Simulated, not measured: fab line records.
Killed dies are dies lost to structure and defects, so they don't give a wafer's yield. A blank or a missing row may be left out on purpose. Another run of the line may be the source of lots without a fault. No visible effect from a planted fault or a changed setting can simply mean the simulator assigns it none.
fab line records + flow rit_cmos + part 2 of 2: steps 34 to 45 of 45
record
- lots=5
- wafers=15
- last_day=6
route steps=202 shown NWELL@38 PWELL@39 WELLDRIVE@50 NRETRO@53 PRETRO@64 GATE@75 FOX2@80
lots with no fault: from the same line, run without faults
start_h: hours from the record's first day to the start of the lot's first wafer shown + wait_h: time in hours since the lot's previous step + " repeats the value in the row above + L1.1+2: a row that stands for several wafers + - no value, or no start given + * or withheld: withheld + < > ~ a bound
route shown NAME@n: names a module that has steps shown in the file, with the first one's number in the route + usual: mean and standard deviation over wafers with no fault + same: alike in all rows + chamber/n: place in a boat + sites: each site's reading + _std_site: standard deviation across them + _edge_site: mean of outer sites minus mean of inner sites + radius_mm: for every site, how far away it sits from the centre of the wafer + mask NAME#n: copy n + behind: tool/chamber where the wafer was last shaped + hold: cause of the lot's hold/its duration in hours/its outcome + device: transistor that didn't switch, given as n, p or np + end of line: tests run on the same wafers once the route is complete + a step without rows: its recipe alone + killed: count of dies lost to structure and defects at first sort (not the wafer's yield) + map: per-die view of a wafer (x killed, . not killed, _ where there is no die)
set.NAME: the setting the step ran with; set.NAME@STEP: the setting that earlier step ran with + model.NAME: the simulator's own value behind a step, which no gauge read
certain route steps with their lots: each step a table, each wafer a row
services: the hour from which a tool's chamber was out of use, counted from the record's first day as start_h (under 0 if before that day), plus the number of hours and why
## steps
# step RIT_PRETRO_HARDBAKE_07
# recipe
- resist=NOVOLAK
- temp_c=140
- time_s=120
# usual
- plate_temp_C=140.03/0.14
| lot.wafer | tool           | chamber | start_h | wait_h | plate_temp_C |
|-----------|----------------|---------|---------|--------|--------------|
| L074.2    | litho_track-03 | 0       | 31.51   | 0.1    | 140.13       |
| L074.3    | "              | 0       | "       | "      | 140.09       |
| L074.6    | "              | 0       | "       | "      | 140.24       |
| L080.1    | litho_track-03 | 0       | 60.49   | 0.0    | 140.13       |
| L080.2    | "              | 0       | "       | "      | 140.14       |
| L080.3    | "              | 0       | "       | "      | 139.98       |
| L086.1    | litho_track-04 | 0       | 91.59   | 0.0    | 139.96       |
| L086.3    | "              | 0       | "       | "      | 140.29       |
| L086.6    | "              | 0       | "       | "      | 140.02       |
| L089.1    | litho_track-04 | 0       | 112.51  | 0.0    | 139.95       |
| L089.2    | "              | 0       | "       | "      | 140.04       |
| L089.6    | "              | 0       | "       | "      | 139.97       |
| L090.2    | litho_track-02 | 0       | 112.84  | 0.1    | 140.06       |
| L090.4    | "              | 0       | "       | "      | 140.17       |
| L090.6    | "              | 0       | "       | "      | 139.89       |
# step RIT_PRETRO_IMPLANT_08
# recipe
- species=B
- energy_kev=45
- dose_cm2=1.2e+13
- tilt_deg=7
# usual
- beam_energy_keV=45.003/0.016
- dose_ions_cm2=1.2e+13/1.3e+10
- tilt_deg=7.003/0.019
| lot.wafer | tool         | chamber | start_h | wait_h | beam_energy_keV | dose_ions_cm2 | tilt_deg |
|-----------|--------------|---------|---------|--------|-----------------|---------------|----------|
| L074.2    | implanter-03 | 0       | 31.74   | 0.2    | 45.023          | 1.2002e+13    | 7.003    |
| L074.3    | "            | 0       | "       | "      | 45.003          | 1.1985e+13    | 7.015    |
| L074.6    | "            | 0       | "       | "      | 45.019          | 1.199e+13     | 7.000    |
| L080.1    | implanter-01 | 0       | 60.74   | 0.2    | 45.014          | 1.1978e+13    | 7.028    |
| L080.2    | "            | 0       | "       | "      | 45.004          | 1.1986e+13    | 7.011    |
| L080.3    | "            | 0       | "       | "      | 45.005          | 1.1993e+13    | 7.015    |
| L086.1    | implanter-03 | 0       | 91.84   | 0.2    | 45.015          | 1.1962e+13    | 6.964    |
| L086.3    | "            | 0       | "       | "      | 45.020          | 1.199e+13     | 6.967    |
| L086.6    | "            | 0       | "       | "      | 45.003          | 1.1989e+13    | 6.974    |
| L089.1    | implanter-03 | 0       | 112.76  | 0.2    | 45.024          | 1.201e+13     | 7.001    |
| L089.2    | "            | 0       | "       | "      | 45.003          | 1.1998e+13    | 7.032    |
| L089.6    | "            | 0       | "       | "      | 45.015          | 1.2013e+13    | 7.006    |
| L090.2    | implanter-02 | 0       | 113.07  | 0.2    | 45.018          | 1.201e+13     | 7.017    |
| L090.4    | "            | 0       | "       | "      | 45.009          | 1.2009e+13    | 7.013    |
| L090.6    | "            | 0       | "       | "      | 45.012          | 1.2005e+13    | 7.009    |
# step RIT_PRETRO_STRIP_09
# recipe
- chemistry=O2
- time_s=180
- resist=NOVOLAK
- platen_temp_c=withheld
- power_w=500
- pressure_mtorr=4000
- o2_flow_sccm=4000
# usual
- drypump_motor_current_A=5.7/0.49
| lot.wafer | tool            | chamber | start_h | wait_h | drypump_motor_current_A | rf_hours_counter_h |
|-----------|-----------------|---------|---------|--------|-------------------------|--------------------|
| L074.2    | plasma_asher-02 | 0       | 31.87   | 0.1    | 6.1                     | 22                 |
| L074.3    | "               | 1       | "       | "      | 5.1                     | -                  |
| L074.6    | "               | 0       | "       | "      | 6.1                     | -                  |
| L080.1    | plasma_asher-03 | 0       | 60.89   | 0.1    | 5.1                     | 43                 |
| L080.2    | "               | 1       | "       | "      | 6.1                     | 43                 |
| L080.3    | "               | 0       | "       | "      | 5.1                     | -                  |
| L086.1    | plasma_asher-02 | 1       | 91.99   | 0.1    | 5.1                     | 28                 |
| L086.3    | "               | 0       | "       | "      | 6.1                     | -                  |
| L086.6    | "               | 0       | "       | "      | 6.2                     | -                  |
| L089.1    | plasma_asher-03 | 1       | 112.91  | 0.1    | 6.1                     | 48                 |
| L089.2    | "               | 0       | "       | "      | 5.2                     | 48                 |
| L089.6    | "               | 1       | "       | "      | 6.1                     | -                  |
| L090.2    | plasma_asher-02 | 0       | 113.20  | 0.1    | 6.1                     | 31                 |
| L090.4    | "               | 0       | "       | "      | 6.1                     | -                  |
| L090.6    | "               | 1       | "       | "      | 5.1                     | -                  |
# step RIT_PRETRO_TW_MEAS_10
# usual
- PRETRO_TW=478.5/2.1
| lot.wafer | tool          | chamber | start_h | wait_h | PRETRO_TW |
|-----------|---------------|---------|---------|--------|-----------|
| L074.2    | film_metro-01 | -       | 32.05   | 0.1    | 477.6     |
| L074.3    | "             | -       | "       | "      | 476.9     |
| L074.6    | "             | -       | "       | "      | 476.4     |
| L080.1    | film_metro-02 | -       | 61.07   | 0.1    | 478.2     |
| L080.2    | "             | -       | "       | "      | 477.7     |
| L080.3    | "             | -       | "       | "      | 480.0     |
| L086.1    | film_metro-02 | -       | 92.16   | 0.1    | 479.5     |
| L086.3    | "             | -       | "       | "      | 478.1     |
| L086.6    | "             | -       | "       | "      | 477.5     |
| L089.1    | film_metro-02 | -       | 113.08  | 0.1    | 478.3     |
| L089.2    | "             | -       | "       | "      | 472.8     |
| L089.6    | "             | -       | "       | "      | 478.4     |
| L090.2    | film_metro-01 | -       | 113.38  | 0.1    | 477.6     |
| L090.4    | "             | -       | "       | "      | 479.6     |
| L090.6    | "             | -       | "       | "      | 479.4     |
# step RIT_GATE_WET_ETCH_00
# recipe
- chemistry=BOE
- target=SiO2
- target_depth_nm=56
- time_s=60
- dry=n2_spin
- dilution=10:1
- temp_c=21.5
| lot.wafer  | tool         | chamber | start_h | wait_h |
|------------|--------------|---------|---------|--------|
| L074.2+3+6 | wet_bench-02 | 1       | 32.10   | 0.0    |
| L080.1+2+3 | wet_bench-03 | 1       | 61.13   | 0.1    |
| L086.1+3+6 | wet_bench-02 | 3       | 92.22   | 0.1    |
| L089.1+2+6 | wet_bench-02 | 1       | 113.14  | 0.1    |
| L090.2+4+6 | wet_bench-02 | 0       | 113.43  | 0.0    |
# step RIT_GATE_CLEAN_01
# recipe
- chemistry=SC1
- mix=3:3:50
- time_s=600
- temp_c=75
| lot.wafer  | tool         | chamber | start_h | wait_h |
|------------|--------------|---------|---------|--------|
| L074.2+3+6 | wet_bench-04 | 3       | 32.13   | 0.0    |
| L080.1+2+3 | wet_bench-03 | 0       | 61.15   | 0.0    |
| L086.1+3+6 | wet_bench-04 | 3       | 92.25   | 0.0    |
| L089.1+2+6 | wet_bench-03 | 2       | 113.17  | 0.0    |
| L090.2+4+6 | wet_bench-02 | 2       | 113.46  | 0.0    |
# step RIT_GATE_CLEAN_02
# recipe
- chemistry=dHF
- dilution=50:1
- time_s=30
| lot.wafer  | tool         | chamber | start_h | wait_h |
|------------|--------------|---------|---------|--------|
| L074.2+3+6 | wet_bench-03 | 0       | 32.32   | 0.0    |
| L080.1+2+3 | wet_bench-02 | 1       | 61.35   | 0.0    |
| L086.1+3+6 | wet_bench-03 | 2       | 92.44   | 0.0    |
| L089.1+2+6 | wet_bench-02 | 1       | 113.34  | 0.0    |
| L090.2+4+6 | wet_bench-03 | 1       | 113.63  | 0.0    |
# step RIT_GATE_CLEAN_03
# recipe
- chemistry=SC2
- mix=3:3:50
- time_s=600
- temp_c=75
- dry=n2_spin
| lot.wafer  | tool         | chamber | start_h | wait_h |
|------------|--------------|---------|---------|--------|
| L074.2+3+6 | wet_bench-02 | 1       | 32.33   | 0.0    |
| L080.1+2+3 | wet_bench-04 | 1       | 61.36   | 0.0    |
| L086.1+3+6 | wet_bench-02 | 3       | 92.45   | 0.0    |
| L089.1+2+6 | wet_bench-03 | 0       | 113.36  | 0.0    |
| L090.2+4+6 | wet_bench-04 | 1       | 113.65  | 0.0    |
# step RIT_GATE_CLEAN_04
# recipe
- chemistry=dHF
- dilution=50:1
- time_s=60
- dry=n2_spin
| lot.wafer  | tool         | chamber | start_h | wait_h |
|------------|--------------|---------|---------|--------|
| L074.2+3+6 | wet_bench-04 | 2       | 32.51   | 0.0    |
| L080.1+2+3 | wet_bench-03 | 0       | 61.54   | 0.0    |
| L086.1+3+6 | wet_bench-04 | 3       | 92.63   | 0.0    |
| L089.1+2+6 | wet_bench-04 | 1       | 113.54  | 0.0    |
| L090.2+4+6 | wet_bench-02 | 0       | 113.83  | 0.0    |
# step RIT_FOX2_THK_MEAS_91
# recipe
- reads=SiO2_of_FOX2_OXIDATION_00
# usual
- FIELD_OXIDE_LEFT_2_THK=250/7.1
| lot.wafer | tool          | chamber | start_h | wait_h | FIELD_OXIDE_LEFT_2_THK[nm] |
|-----------|---------------|---------|---------|--------|----------------------------|
| L074.2    | film_metro-03 | -       | 32.55   | 0.0    | 254                        |
| L074.3    | "             | -       | "       | "      | 248                        |
| L074.6    | "             | -       | "       | "      | 252                        |
| L080.1    | film_metro-03 | -       | 61.56   | 0.0    | 265                        |
| L080.2    | "             | -       | "       | "      | 258                        |
| L080.3    | "             | -       | "       | "      | 262                        |
| L086.1    | film_metro-03 | -       | 92.66   | 0.0    | 252                        |
| L086.3    | "             | -       | "       | "      | 253                        |
| L086.6    | "             | -       | "       | "      | 250                        |
| L089.1    | film_metro-02 | -       | 113.56  | 0.0    | 252                        |
| L089.2    | "             | -       | "       | "      | 252                        |
| L089.6    | "             | -       | "       | "      | 252                        |
| L090.2    | film_metro-03 | -       | 113.86  | 0.0    | 239                        |
| L090.4    | "             | -       | "       | "      | 245                        |
| L090.6    | "             | -       | "       | "      | 246                        |
# step RIT_GATE_OXIDATION_05
# recipe
- temp_c=900
- ambient=O2
- target_thk_a=30
- ox_time_s=270
# usual
- ox_temp_c=900.0/0.42
- zone_power_centre_pct=45.5/1.7
| lot.wafer | tool       | chamber | start_h | wait_h | ox_temp_c | zone_power_centre_pct |
|-----------|------------|---------|---------|--------|-----------|-----------------------|
| L074.2    | furnace-02 | 0       | 32.60   | 0.0    | 899.5     | 46.1                  |
| L074.3    | "          | 0       | "       | "      | 900.0     | 47.4                  |
| L074.6    | "          | 0       | "       | "      | 900.3     | 46.3                  |
| L080.1    | furnace-02 | 0       | 62.04   | 0.5    | 899.4     | 46.5                  |
| L080.2    | "          | 0       | "       | "      | 899.2     | 47.0                  |
| L080.3    | "          | 0       | "       | "      | 899.5     | 45.6                  |
| L086.1    | furnace-01 | 0       | 93.19   | 0.5    | 899.9     | 43.8                  |
| L086.3    | "          | 0       | "       | "      | 900.1     | 43.8                  |
| L086.6    | "          | 0       | "       | "      | 900.2     | 43.9                  |
| L089.1    | furnace-01 | 0       | 113.62  | 0.1    | 899.8     | 43.7                  |
| L089.2    | "          | 0       | "       | "      | 899.5     | 44.0                  |
| L089.6    | "          | 0       | "       | "      | 899.7     | 43.4                  |
| L090.2    | furnace-03 | 0       | 115.36  | 1.5    | 899.7     | 46.9                  |
| L090.4    | "          | 0       | "       | "      | 899.2     | 46.3                  |
| L090.6    | "          | 0       | "       | "      | 899.1     | 46.9                  |
# step RIT_GATE_ANNEAL_06
# recipe
- temp_c=900
- time_s=600
- ambient=N2O
# usual
- zone_power_centre_pct=45.4/1.6
| lot.wafer | tool       | chamber | start_h | wait_h | zone_power_centre_pct |
|-----------|------------|---------|---------|--------|-----------------------|
| L074.2    | furnace-01 | 0       | 33.67   | 0.0    | 42.9                  |
| L074.3    | "          | 0       | "       | "      | 43.8                  |
| L074.6    | "          | 0       | "       | "      | 44.1                  |
| L080.1    | furnace-01 | 0       | 63.12   | 0.0    | 43.5                  |
| L080.2    | "          | 0       | "       | "      | 43.3                  |
| L080.3    | "          | 0       | "       | "      | 43.0                  |
| L086.1    | furnace-01 | 0       | 94.26   | 0.0    | 43.4                  |
| L086.3    | "          | 0       | "       | "      | 43.2                  |
| L086.6    | "          | 0       | "       | "      | 44.1                  |
| L089.1    | furnace-03 | 0       | 116.43  | 1.7    | 47.3                  |
| L089.2    | "          | 0       | "       | "      | 47.0                  |
| L089.6    | "          | 0       | "       | "      | 47.4                  |
| L090.2    | furnace-03 | 0       | 118.61  | 2.2    | 46.7                  |
| L090.4    | "          | 0       | "       | "      | 46.2                  |
| L090.6    | "          | 0       | "       | "      | 46.9                  |
## services
| tool             | chamber | start_h | hours | kind       |
|------------------|---------|---------|-------|------------|
| furnace-01       | -       | 1.21    | 3.7   | pm         |
| wet_bench-04     | -       | 9.27    | 3.3   | repair     |
| implanter-02     | -       | 11.37   | 10.5  | pm         |
| plasma_asher-02  | -       | 25.15   | 1.0   | repair     |
| implanter-02     | -       | 25.20   | 4.3   | repair     |
| furnace-03       | -       | 28.49   | 3.5   | pm         |
| iline_stepper-02 | -       | 36.43   | 1.7   | pm         |
| furnace-02       | -       | 66.27   | 3.9   | pm         |
| plasma_asher-04  | -       | 71.89   | 1.8   | repair     |
| furnace-04       | -       | 82.20   | 2.9   | pm         |
| furnace-04       | -       | 85.07   | 8.7   | pm         |
| plasma_asher-03  | -       | 86.78   | 4.0   | pm         |
| implanter-04     | -       | 90.73   | 4.1   | pm         |
| implanter-04     | -       | 96.55   | 3.2   | repair     |
| iline_stepper-01 | -       | 96.99   | 1.7   | pm         |
| plasma_asher-04  | -       | 108.75  | 9.0   | pm         |
| plasma_asher-04  | 0       | 108.75  | 9.0   | vent_cycle |
| plasma_asher-04  | 1       | 108.75  | 9.0   | vent_cycle |
| plasma_asher-04  | 0       | 117.75  | -     | clean      |
| plasma_asher-04  | 1       | 117.75  | -     | clean      |
